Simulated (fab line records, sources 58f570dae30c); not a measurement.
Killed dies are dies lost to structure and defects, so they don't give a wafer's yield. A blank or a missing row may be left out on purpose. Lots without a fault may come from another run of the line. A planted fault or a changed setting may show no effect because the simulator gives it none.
Which tool did it? | flow berkeley_cmos170 | 14 lots, 42 wafers sampled, at 3 steps of a route of 331

WHAT THE GAUGES READ, wafer by wafer
UCB170_PWELL_TW_MEAS_17.
lot  | measured    | on            | PWELL_TW
L889 | day 3 19:44 | film_metro-02 | 381 382 382
L891 | day 4 10:08 | film_metro-03 | 377 379 379
L890 | day 4 10:23 | film_metro-04 | 388 390 385
L893 | day 4 18:24 | film_metro-02 | 378 378 377
L894 | day 5 01:49 | film_metro-03 | 379 381 380
L899 | day 5 19:20 | film_metro-03 | 380 379 379
L901 | day 6 04:25 | film_metro-02 | 379 378 379
L900 | day 6 04:35 | film_metro-04 | 387 387 388
L904 | day 6 22:58 | film_metro-03 | 381 381 380
L903 | day 6 23:38 | film_metro-02 | 379 379 380
L905 | day 7 09:46 | film_metro-03 | 380 379 380
L906 | day 7 20:50 | film_metro-04 | 385 383 383
L907 | day 7 21:11 | film_metro-04 | 385 383 384
L908 | day 8 03:55 | film_metro-04 | 386 386 386

UCB170_WELLDRIVE_THK_MEAS_02.
lot  | measured    | on            | WELLDRIVE_OXIDE_THK (nm)
L889 | day 4 08:52 | film_metro-01 | 202 205 205
L891 | day 4 20:10 | film_metro-04 | 193 194 189
L890 | day 4 20:09 | film_metro-01 | 197 197 196
L893 | day 5 07:40 | film_metro-02 | 192 194 193
L894 | day 5 16:32 | film_metro-04 | 199 198 195
L899 | day 6 07:41 | film_metro-02 | 205 204 203
L901 | day 6 17:17 | film_metro-01 | 203 203 204
L900 | day 6 17:17 | film_metro-04 | 201 200 203
L904 | day 7 12:56 | film_metro-01 | 194 195 191
L903 | day 7 12:56 | film_metro-02 | 199 198 199
L905 | day 7 21:31 | film_metro-01 | 198 196 199
L906 | day 8 09:46 | film_metro-04 | 199 204 202
L907 | day 8 18:00 | film_metro-01 | 190 192 190
L908 | day 8 18:01 | film_metro-02 | 199 203 198

UCB170_ACTIVE_CD_MEAS_90: target cd 1200 nm.
lot  | measured    | on        | cd_nm (nm)
L889 | day 5 03:46 | cd_sem-01 | 1198.2 1199.7 1200.9
L891 | day 5 17:09 | cd_sem-01 | 1200.3 1200.8 1199.7
L890 | day 5 17:22 | cd_sem-02 | 1199.1 1200.1 1199.1
L893 | day 6 04:19 | cd_sem-02 | 1200.4 1199.0 1200.8
L894 | day 6 12:58 | cd_sem-01 | 1199.2 1199.5 1198.8
L899 | day 7 08:02 | cd_sem-02 | 1201.3 1201.1 1200.5
L901 | day 7 18:44 | cd_sem-02 | 1199.2 1202.2 1200.8
L900 | day 7 18:49 | cd_sem-01 | 1201.3 1201.6 1200.9
L904 | day 8 12:54 | cd_sem-01 | 1198.9 1198.1 1199.5
L903 | day 8 12:57 | cd_sem-02 | 1201.4 1201.4 1198.7
L905 | day 8 17:42 | cd_sem-01 | 1200.0 1200.4 1200.0
L906 | day 9 14:53 | cd_sem-01 | 1201.6 1202.0 1201.7
L907 | day 9 22:55 | cd_sem-02 | 1202.2 1200.8 1201.6
L908 | day 9 23:11 | cd_sem-02 | 1198.4 1199.6 1199.2

WHICH TOOL RAN EACH LOT (tool, then ch and the chambers of the sampled wafers, then the start)
The record holds no process step before these readings.

WHAT THE TOOLS THEMSELVES READ (means of the sampled wafers that have a number; where no wafer has one, the mark that the record gives instead)
The record holds no such reading with a usual standard deviation.

THE ANSWER, worked out from the rows above alone
Rule: what is usual is taken from the lots themselves. Put in order of their means at a reading, lots are off if they are a third of the lots or fewer, leave a main group of 4 or more, and stand apart from it by a gap of 3 or more times the standard deviation of the main group's means; of several such gaps the widest counts. A main group whose means are all the same, to the digits that the tables above print for the reading, isn't used. A lot without any number at a reading at which 4 lots or more have one is off too. The other lots that the step has rows for count as sound. The gauges are gone through in route order, then the tools' own readings, and for those a lot's mean is taken as printed above. The first step at which some lot is off is used, and at that step the reading that is off furthest; a lot without a number counts as furthest.
No lot is off at any reading shown: from this, nothing can be told.

WHAT THE SIMULATOR HAD PUT IN
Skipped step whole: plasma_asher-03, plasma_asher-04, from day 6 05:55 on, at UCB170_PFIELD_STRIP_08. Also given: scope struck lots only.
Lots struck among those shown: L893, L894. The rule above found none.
